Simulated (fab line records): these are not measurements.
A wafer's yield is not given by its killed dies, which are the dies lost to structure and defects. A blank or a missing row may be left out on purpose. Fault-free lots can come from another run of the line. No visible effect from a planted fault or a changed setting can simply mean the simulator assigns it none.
Which of the tools did it? + flow berkeley cmos170 + 14 lots with 42 wafers sampled at 5 steps, on a route of 331 steps

WHAT THE GAUGES READ, wafer by wafer
UCB170_START_BOW_MEAS_00.
| lot  | measured    | on            | INCOMING_BOW (um) |
|------|-------------|---------------|-------------------|
| L226 | day 1 15:00 | film metro-04 | -1 -4 -6          |
| L227 | day 1 20:00 | film metro-04 | -2 13 7           |
| L228 | day 2 01:01 | film metro-03 | 15 12 -8          |
| L231 | day 2 16:00 | film metro-01 | 3 6 -3            |
| L232 | day 2 21:06 | film metro-03 | -6 9 6            |
| L234 | day 3 07:00 | film metro-03 | -7 -1 -10         |
| L235 | day 3 12:02 | film metro-04 | -16 4 9           |
| L237 | day 3 22:01 | film metro-04 | 9 0 -9            |
| L238 | day 4 03:00 | film metro-03 | -6 -6 12          |
| L243 | day 5 04:01 | film metro-01 | 3 14 4            |
| L244 | day 5 09:01 | film metro-04 | 11 2 -1           |
| L245 | day 5 14:01 | film metro-04 | 8 -8 3            |
| L246 | day 5 19:00 | film metro-04 | -3 4 6            |
| L247 | day 6 00:00 | film metro-03 | -8 -7 4           |

UCB170_NWELL_THK_MEAS_02.
| lot  | measured    | on            | NWELL_OXIDE_THK (nm) |
|------|-------------|---------------|----------------------|
| L226 | day 2 08:15 | film metro-03 | 25.9 26.0 25.7       |
| L227 | day 2 08:17 | film metro-02 | 26.9 26.8 26.9       |
| L228 | day 3 04:02 | film metro-01 | 27.1 26.6 26.9       |
| L231 | day 3 20:00 | film metro-03 | 25.9 26.4 26.3       |
| L232 | day 3 20:05 | film metro-02 | 25.7 25.6 25.6       |
| L234 | day 4 10:32 | film metro-02 | 25.8 25.5 26.0       |
| L235 | day 4 10:33 | film metro-01 | 26.1 26.1 26.2       |
| L237 | day 5 02:13 | film metro-03 | 26.4 26.6 26.1       |
| L238 | day 5 02:13 | film metro-02 | 25.4 26.2 25.9       |
| L243 | day 5 23:05 | film metro-02 | 26.1 26.7 26.3       |
| L244 | day 6 04:16 | film metro-02 | 26.0 26.1 26.1       |
| L245 | day 6 04:16 | film metro-01 | 26.1 26.5 26.2       |
| L246 | day 6 16:39 | film metro-01 | 26.7 26.7 26.5       |
| L247 | day 6 16:39 | film metro-03 | 25.2 25.6 25.6       |

UCB170_CONTACT_THK_MEAS_02.
| lot  | measured     | on            | CONTACT_PSG_THK (nm)    |
|------|--------------|---------------|-------------------------|
| L226 | day 9 07:23  | film metro-04 | 686 688 685             |
| L227 | day 9 08:06  | film metro-02 | 709 702 699             |
| L228 | day 9 21:47  | film metro-02 | 699 702 696             |
| L231 | day 10 17:27 | film metro-03 | 692 698 694             |
| L232 | day 10 19:15 | film metro-02 | 706 706 718             |
| L234 | day 11 09:10 | film metro-03 | 691 700 705             |
| L235 | day 11 10:14 | film metro-03 | 693 684 682             |
| L237 | day 12 00:04 | film metro-02 | 737 734 731 736 734 731 |
| L238 | day 12 00:04 | film metro-03 | 730 728 731 731 728 731 |
| L243 | day 12 07:43 | film metro-02 | 694 696 694             |
| L244 | day 12 10:23 | film metro-02 | 697 693 687             |
| L245 | day 12 10:37 | film metro-03 | 694 704 699             |
| L246 | day 13 05:18 | film metro-04 | 699 697 693             |
| L247 | day 13 13:39 | film metro-04 | 710 705 704             |

UCB170_V2_CD_MEAS_12: target cd 700 nm.
| lot  | measured     | on        | cd nm (nm)        |
|------|--------------|-----------|-------------------|
| L226 | day 9 20:16  | cd sem-01 | 700.0 700.6 701.2 |
| L227 | day 9 22:20  | cd sem-01 | 700.3 700.2 698.9 |
| L228 | day 10 16:50 | cd sem-01 | 702.0 699.0 701.8 |
| L231 | day 11 09:34 | cd sem-01 | 702.0 700.6 700.3 |
| L232 | day 11 17:46 | cd sem-02 | 697.9 697.7 696.8 |
| L234 | day 12 04:58 | cd sem-01 | 700.8 700.2 699.9 |
| L235 | day 12 08:01 | cd sem-01 | 697.9 699.4 700.1 |
| L237 | day 12 20:01 | cd sem-01 | 700.1 699.0 699.9 |
| L238 | day 12 19:52 | cd sem-01 | 699.2 699.7 699.8 |
| L243 | day 13 01:41 | cd sem-02 | 699.8 701.9 700.3 |
| L244 | day 13 06:31 | cd sem-02 | 699.3 701.6 700.9 |
| L245 | day 13 06:56 | cd sem-02 | 699.7 699.9 700.8 |
| L246 | day 13 22:02 | cd sem-02 | 698.8 698.2 699.2 |
| L247 | day 14 03:06 | cd sem-01 | 699.7 699.4 699.5 |

WHICH TOOL RAN EACH LOT (tool, then ch and the chambers of the sampled wafers, then the start)
| lot  | UCB170_CONTACT_CVD_01       |
|------|-----------------------------|
| L226 | lpcvd-01 ch 1, day 9 05:37  |
| L227 | lpcvd-02 ch 1, day 9 06:19  |
| L228 | lpcvd-01 ch 1, day 9 19:59  |
| L231 | lpcvd-01 ch 1, day 10 15:40 |
| L232 | lpcvd-01 ch 1, day 10 17:27 |
| L234 | lpcvd-01 ch 0, day 11 07:23 |
| L235 | lpcvd-02 ch 1, day 11 08:26 |
| L237 | lpcvd-02 ch 0, day 11 20:03 |
| L238 | lpcvd-02 ch 0, day 11 20:03 |
| L243 | lpcvd-01 ch 1, day 12 05:02 |
| L244 | lpcvd-01 ch 1, day 12 07:43 |
| L245 | lpcvd-02 ch 1, day 12 08:49 |
| L246 | lpcvd-01 ch 1, day 13 03:31 |
| L247 | lpcvd-01 ch 0, day 13 11:52 |
- UCB170_CONTACT_CVD_01: deposits PSG from SiH4/O2/PH3, target thk 700 nm, time 2820 s.

AS READ BY THE TOOLS THEMSELVES (means over the sampled wafers that have a number; for cases with no such wafer, the mark the record gives instead)
The record holds no such reading with a usual standard deviation.

THE ANSWER, worked out from the rows above alone
Rule: usual is defined by the lots themselves. Put in order of their means at a reading, lots are off if they are a third of the lots or fewer, leave a main group of 4 or more, and stand apart from it by a gap of 3 or more times the standard deviation of the main group's means; of several such gaps the widest counts. If all means in a main group match to the digits the tables above print for the reading, that group is not used. A lot without any number at a reading at which 4 lots or more have one is off too. Any other lot the step has rows for is counted as sound. The gauges are gone through in route order, then the tools' own readings, and for those a lot's mean is taken as printed above. The first step at which some lot is off is used, and at that step the reading that is off furthest; a lot without a number counts as furthest.
None of the lots is off at any reading shown; this tells nothing.

WHAT THE SIMULATOR HAD INSERTED
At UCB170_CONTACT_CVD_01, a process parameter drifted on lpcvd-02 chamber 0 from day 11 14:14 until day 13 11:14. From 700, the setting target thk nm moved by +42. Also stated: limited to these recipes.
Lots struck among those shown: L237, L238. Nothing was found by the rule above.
